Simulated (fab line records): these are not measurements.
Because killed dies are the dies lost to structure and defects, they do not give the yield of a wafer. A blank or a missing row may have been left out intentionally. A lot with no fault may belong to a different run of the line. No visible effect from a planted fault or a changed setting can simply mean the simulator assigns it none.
A struck lot beside a sound one    flow rit-cmos    36 steps out of a route of 202
Sound: wafers L429.1, L429.3, L429.6. Struck: wafers L423.2, L423.4, L423.6. Last of all comes the cause.
For every step that has rows: the tool of each side, followed by ch and its chambers, followed by its first start. Under that, the readings that differ: sound wafers    struck wafers    difference of the means    sigmas: that difference in standard deviations of wafers without a fault.
alike: readings with means less than 2 such deviations apart, plus words and numbers identical on both sides. not compared: withheld readings, readings lacking a value on some wafer, bounds such as >300 that could conceal the same value, and numbers that have no deviation in the record and whose values overlap.
A row with sigmas, a row that says differs or no value, or rows on one side alone: a step with any of these is where the two part. Numbers that don't overlap but have no deviation are shown without sigmas and don't part them. A reading missing from all wafers of one side parts the sides only when that side holds two or more wafers.

first, 9 steps without rows for these wafers: RIT_GATE_EXPOSE_13 (exposes mask M6, target cd 150 nm); RIT_GATE_PEB_14; RIT_GATE_DEVELOP_15 (develop time 50 s); RIT_GATE_HARDBAKE_18 (time 60 s); RIT_GATE_ETCH_19 (etches poly-Si in SF6/CHF3/O2, stops on SiO2, time 165 s, target depth 312.5 nm); RIT_GATE_STRIP_20 (strips in O2, time 180 s); RIT_REOX_CLEAN_00 (cleans in SC1, time 600 s); RIT_REOX_CLEAN_01 (cleans in dHF, time 30 s); RIT_REOX_CLEAN_02 (cleans in SC2, time 600 s).
RIT_REOX_OXIDATION_03: target thk 25.2 nm, ox time 5580 s.
  sound on furnace-04 ch 0, day 5 07:17; struck on furnace-03 ch 0, day 4 02:41
reading                                      sound                 struck                difference  sigmas
spike-tc-centre-C (C)                        902.0 902.0 899.9     815.8 812.3 814.6     -87.1       -62
spike-tc-load-C (C)                          926.6 926.5 927.0     833.5 835.8 834.4     -92.1       -46
spike-tc-source-C (C)                        929.8 930.4 930.4     834.8 835.2 835.2     -95.1       -59
tube-center-temp-C (C)                       899.99 900.13 900.04  809.73 809.83 809.69  -90.30      -99 or more
tube_center_temp_C_max                       902.1 902.7 902.8     812.5 812.0 812.0     -90.4       -99 or more
zone-power-centre-pct (%)                    49.8 48.7 49.2        39.2 39.3 38.9        -10.1       -4
zone-power-load-pct (%)                      25.0 25.3 25.6        18.7 18.8 19.0        -6.5        -5
zone-power-source-pct (%)                    28.0 28.1 28.1        20.6 20.9 20.6        -7.4        -6
model.SiO2_of_REOX_OXIDATION_03.thk-nm (nm)  25.35 24.81 25.28     8.54 8.986 8.487      -16.48      
model.poly-Si_of_GATE_CVD_08.thk-nm (nm)     237.6 236.1 238       251.1 249.4 250.8     +13.2       
RIT_REOX_THK_MEAS_04:
  sound: film-metro-03 at day 5 09:50; struck: film-metro-03 at day 4 05:14
reading              sound           struck       difference  sigmas
REOX_OXIDE_THK (nm)  25.3 24.9 25.3  8.5 8.9 8.5  -16.5       -34
then, 18 steps without rows for these wafers: RIT_NLDD_HMDS_00 (prime time 60 s); RIT_NLDD_COAT_01 (resist thk 1000 nm); RIT_NLDD_SOFTBAKE_02 (time 60 s); RIT_NLDD_EXPOSE_03 (exposes mask M7, target cd 40700 nm); RIT_NLDD_PEB_04; RIT_NLDD_DEVELOP_05 (develop time 50 s); RIT_NLDD_HARDBAKE_07 (time 60 s); RIT_NLDD_IMPLANT_08; RIT_NLDD_STRIP_09 (strips in O2, time 180 s); RIT_PLDD_HMDS_00 (prime time 60 s); RIT_PLDD_COAT_01 (resist thk 1000 nm); RIT_PLDD_SOFTBAKE_02 (time 60 s); RIT_PLDD_EXPOSE_03 (exposes mask M8, target cd 40900 nm); RIT_PLDD_PEB_04; RIT_PLDD_DEVELOP_05 (develop time 50 s); RIT_PLDD_HARDBAKE_07 (time 60 s); RIT_PLDD_IMPLANT_08; RIT_PLDD_STRIP_09 (strips in O2, time 180 s).
RIT_SPACER_CLEAN_00: cleans in SC1, time 600 s.
  sound on wet-bench-03 ch 3, day 5 12:52; struck on wet-bench-03 ch 2, day 4 08:16
reading                                      sound              struck             difference  sigmas
model.SiO2_of_REOX_OXIDATION_03.thk-nm (nm)  23.42 22.92 23.34  7.876 8.289 7.827  -15.229     
then, 4 steps without rows for these wafers: RIT_SPACER_CLEAN_01 (cleans in dHF, time 30 s); RIT_SPACER_CLEAN_02 (cleans in SC2, time 600 s); RIT_SPACER_CVD_03 (deposits Si3N4 from SiH2Cl2/NH3, target thk 250 nm, time 3226 s); RIT_SPACER_ETCHBACK_05 (etches Si3N4 in SF6/CHF3, stops on SiO2, target depth 250 nm, time 240 s).
RIT_SDANNEAL_CLEAN_02: cleans in SC2, time 600 s.
  sound on wet-bench-02 ch 0, day 5 19:25; struck on wet-bench-03 ch 3, day 4 13:50
reading                                   sound              struck           difference  sigmas
model.poly-Si_of_GATE_CVD_08.thk-nm (nm)  169.6 166.8 168.2  183.5 180 181.2  +13.4       
RIT_M1_PROBE_99:
  sound: prober-01 at day 6 03:40; struck: prober-02 at day 4 21:39
reading                              sound              struck             difference  sigmas
model.etest.pmos-turned.r-on-ohm-um  3402 3313 3416     2360 2342 2400     -1010       
model.etest.pmos_0p3.r-on-ohm-um     6227 6182 6265     5378 5397 5422     -826        
model.etest.pmos_0p15.r-on-ohm-um    2738 2688 2717     1986 1972 2033     -717        
model.etest.pldd.rs-ohm-sq           497.9 470.7 495.4  210.6 213.9 210.1  -276.5      
model.etest.nldd.rs-ohm-sq           373.4 359.9 369.8  209.6 211.9 210    -157.2      
model.etest.nmos_0p15.r-on-ohm-um    1078 1092 1107     930 944.2 964.8    -146        
model.etest.nmos_0p3.r-on-ohm-um     2094 2100 2131     2011 2027 2051     -79         
model.etest.nmos-turned.drive-ua-um  332.6 348.4 336.6  438.7 446.1 430.4  +99.2       
  alike: killed-at-front-end, killed-dies, killed-open, killed-short

== WHERE THEY PART ==
Earliest at RIT_REOX_OXIDATION_03; latest, in this record, at RIT_REOX_THK_MEAS_04. Later steps at which nothing parts them and some readings are alike: RIT_M1_PROBE_99.

WHY: what had been put in by the simulator
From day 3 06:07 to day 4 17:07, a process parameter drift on furnace-03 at RIT_REOX_OXIDATION_03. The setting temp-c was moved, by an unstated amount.
